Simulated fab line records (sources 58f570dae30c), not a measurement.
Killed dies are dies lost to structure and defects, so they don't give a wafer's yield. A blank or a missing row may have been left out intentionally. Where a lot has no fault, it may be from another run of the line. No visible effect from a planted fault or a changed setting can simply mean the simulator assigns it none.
A single fault, viewed from 2 desks || flow berkeley-cmos170 || every desk sees just its own numbers, and what lay behind them comes last

DESK OF THE TOOL OWNER: krf-scanner-01
The tool's own readings at UCB170_PLDD_EXPOSE_03 (exposes mask PSELECT, target cd 1200 nm): means of the sampled wafers that have a number, for each lot that ran on this tool. Any lot whose mean is over 4 standard deviations away from the usual mean is out of limits and marked OUT; that distance is given in the brackets.
Columns: A = reticle-temp-C at UCB170_PLDD_EXPOSE_03, usual 22.98 C
{"lot": "L370", "first seen here": "day 8 00:51", "A": 23.00}
{"lot": "L374", "first seen here": "day 8 23:16", "A": 22.93}
{"lot": "L376", "first seen here": "day 9 17:33", "A": 22.88}
{"lot": "L375", "first seen here": "day 9 17:46", "A": 22.97}
{"lot": "L377", "first seen here": "day 10 12:50", "A": 22.95}
{"lot": "L380", "first seen here": "day 11 11:41", "A": 22.93}
{"lot": "L387", "first seen here": "day 12 23:02", "A": 22.93}
{"lot": "L388", "first seen here": "day 12 23:13", "A": 23.02}
{"lot": "L389", "first seen here": "day 13 11:37", "A": 23.03}
This desk's finding: nothing out of limits on any of the 9 lots.

AT THE METROLOGY DESK
Lot by lot, what the gauges showed, no matter which tool ran the lot: averages of those sampled wafers that carry a number. Any lot whose mean is over 4 standard deviations away from the usual mean is out of limits and marked OUT; that distance is given in the brackets.
Columns: A = NWELL_OVL at UCB170_NWELL_OVL_MEAS_12, usual 1 nm; B = GATE_OVL at UCB170_GATE_OVL_MEAS_13, usual 1 nm; C = PLDD_OVL at UCB170_PLDD_OVL_MEAS_07, usual -3 nm; D = cd-nm at UCB170_NSD_CD_MEAS_06, usual 1199.8 nm
{"lot": "L369", "first seen here": "day 2 12:40", "A": -5, "B": 7, "C": 3, "D": 1200.0}
{"lot": "L370", "first seen here": "day 2 18:00", "A": 5, "B": -5, "C": -4, "D": 1199.3}
{"lot": "L371", "first seen here": "day 3 04:14", "A": -3, "B": 1, "C": -6, "D": 1199.0}
{"lot": "L373", "first seen here": "day 3 04:21", "A": 5, "B": -2, "C": -4, "D": 1202.5}
{"lot": "L374", "first seen here": "day 3 14:46", "A": -3, "B": -9, "C": 4, "D": 1199.7}
{"lot": "L376", "first seen here": "day 3 22:02", "A": -6, "B": -1, "C": -7, "D": 1200.1}
{"lot": "L375", "first seen here": "day 3 22:17", "A": -1, "B": 1, "C": -5, "D": 1200.5}
{"lot": "L377", "first seen here": "day 4 06:28", "A": 5, "B": 3, "C": -1, "D": 1201.8}
{"lot": "L379", "first seen here": "day 4 11:20", "A": 10, "B": -2, "C": 4, "D": 1198.9}
{"lot": "L380", "first seen here": "day 4 20:43", "A": -2, "B": 5, "C": -4, "D": 1198.7}
{"lot": "L381", "first seen here": "day 5 04:04", "A": -1, "B": -5, "C": -4, "D": 1200.8}
{"lot": "L382", "first seen here": "day 5 04:12", "A": 4, "B": 7, "C": 3, "D": 1198.2}
{"lot": "L387", "first seen here": "day 6 16:23", "A": 4, "B": -5, "C": "318 (+62) OUT", "D": 1199.2}
{"lot": "L388", "first seen here": "day 6 16:29", "A": 7, "B": -4, "C": "313 (+61) OUT", "D": 1200.3}
{"lot": "L389", "first seen here": "day 7 04:45", "A": -2, "B": 9, "C": "310 (+60) OUT", "D": 1198.3}
This desk's finding: out of limits on L387, L388, L389; first on L387, day 12 23:52 (PLDD_OVL at UCB170_PLDD_OVL_MEAS_07). L369, L370, L371, L373, L374, L376, L375, L377, L379, L380, L381, L382: within limits.

TAKEN TOGETHER
At day 12 23:52 the metrology desk could have sounded an alarm, on L387, L388, L389.
The tool owner's desk saw nothing out of limits.
On record at the tool owner's desk: L387, L388, L389, within its limits.
All the named lots went through UCB170_PLDD_EXPOSE_03 on krf-scanner-01.

WHAT THE SIMULATOR HAD PUT IN
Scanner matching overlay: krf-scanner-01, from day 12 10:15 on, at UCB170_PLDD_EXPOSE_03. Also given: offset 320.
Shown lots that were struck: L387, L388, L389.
Hours from the fault's start to each desk's first reading out of limits: the metrology desk, 14.
